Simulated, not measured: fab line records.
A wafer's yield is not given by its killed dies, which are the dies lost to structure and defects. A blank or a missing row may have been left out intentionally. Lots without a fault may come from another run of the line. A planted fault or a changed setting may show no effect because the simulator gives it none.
Problem report in the 8D (eight disciplines) form, filled by code / flow rit-cmos / the parts of the form that need people (team, actions taken, sign-off) are left out

## 1. WHAT IS WRONG
Wafers without a fault read 208.5 s, standard deviation 0.51; run-length-s at RIT_CONTACT_STRIP_12 reads a mean of 274.6 s on 5 wafers belonging to 2 lots. So: +99 or more standard deviations from the usual mean.
The step: strips in O2, time 180 s.
The first sign was on wafer L564.1 at day 5 16:43, on plasma-asher-01. Wafers with a number at this step in the record: 42, from 14 lots. Rule for "out" (also "out of limits"): further than 4 standard deviations from the usual mean. The rest of the wafers with a number are treated as sound.

## 2. WHAT IT IS, AND WHAT IT ISN'T
question=which readings at this step | is=run-length-s | is not=drypump-motor-current-A
question=which lots | is=L564, L565 | is not=L553, L554, L555, L556, L557, L558, L559, L563, L570, L574, L575, L576
question=which wafers of those lots | is=L564.1, L564.6, L565.2, L565.4, L565.5 | is not=L564.2
question=read on which tools | is=plasma-asher-01 | is not=plasma-asher-02, plasma-asher-04
question=when | is=from day 5 16:43 | is not=up to then (25 sound wafers); but 12 sound wafers of L570, L574, L575, L576 came after

## 3. THE SUSPECTS, EACH WITH WHAT RULES IT OUT
Counting: any tool at a process step up to the reading remains a suspect provided it ran every lot that is out. Sound lots after the first of them don't rule it out here, since some wafers of a struck lot are sound.
- plasma-asher-01 at RIT_CONTACT_STRIP_12 (strips in O2, time 180 s): kept. It processed each lot that is out (first: L564, day 5 16:43); up to then, its last sound lot is L563 (day 5 10:32). Out on those wafers are its own readings of run-length-s.
- Within plasma-asher-01 at RIT_CONTACT_STRIP_12, the wafers that are out were processed in chamber 0 and their sound lot-mates in chamber 1.
Remaining after the count: plasma-asher-01 at RIT_CONTACT_STRIP_12.

## 4. THE CAUSE (what the simulator had put in)
plasma-asher-01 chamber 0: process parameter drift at RIT_CONTACT_STRIP_12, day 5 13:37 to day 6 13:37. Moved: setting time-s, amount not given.
This tool alone remained once counting was done.

## 5. SEQUENCE OF EFFECTS, ordered by route
Each row: a reading where the mean over the struck wafers with a number is more than 3 standard deviations away from the usual. Only readings whose record carries a usual standard deviation are examined. hours: median over the lots of the time between each lot's start at the first step of this table that gives one and its start at this step. sigmas: the change, counted in usual standard deviations.
hours=0; step=RIT_CONTACT_STRIP_12; reading=run-length-s; usual=208.5 s; on struck wafers=274.6; change=+66.1; sigmas=+99 or more
Its process steps:
- RIT_CONTACT_STRIP_12: strips in O2, time 180 s.

## 6. WHAT WOULD HAVE CAUGHT IT SOONER
First out-of-limits reading in this record: day 5 16:43, which is 3 hours after fault onset at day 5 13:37.
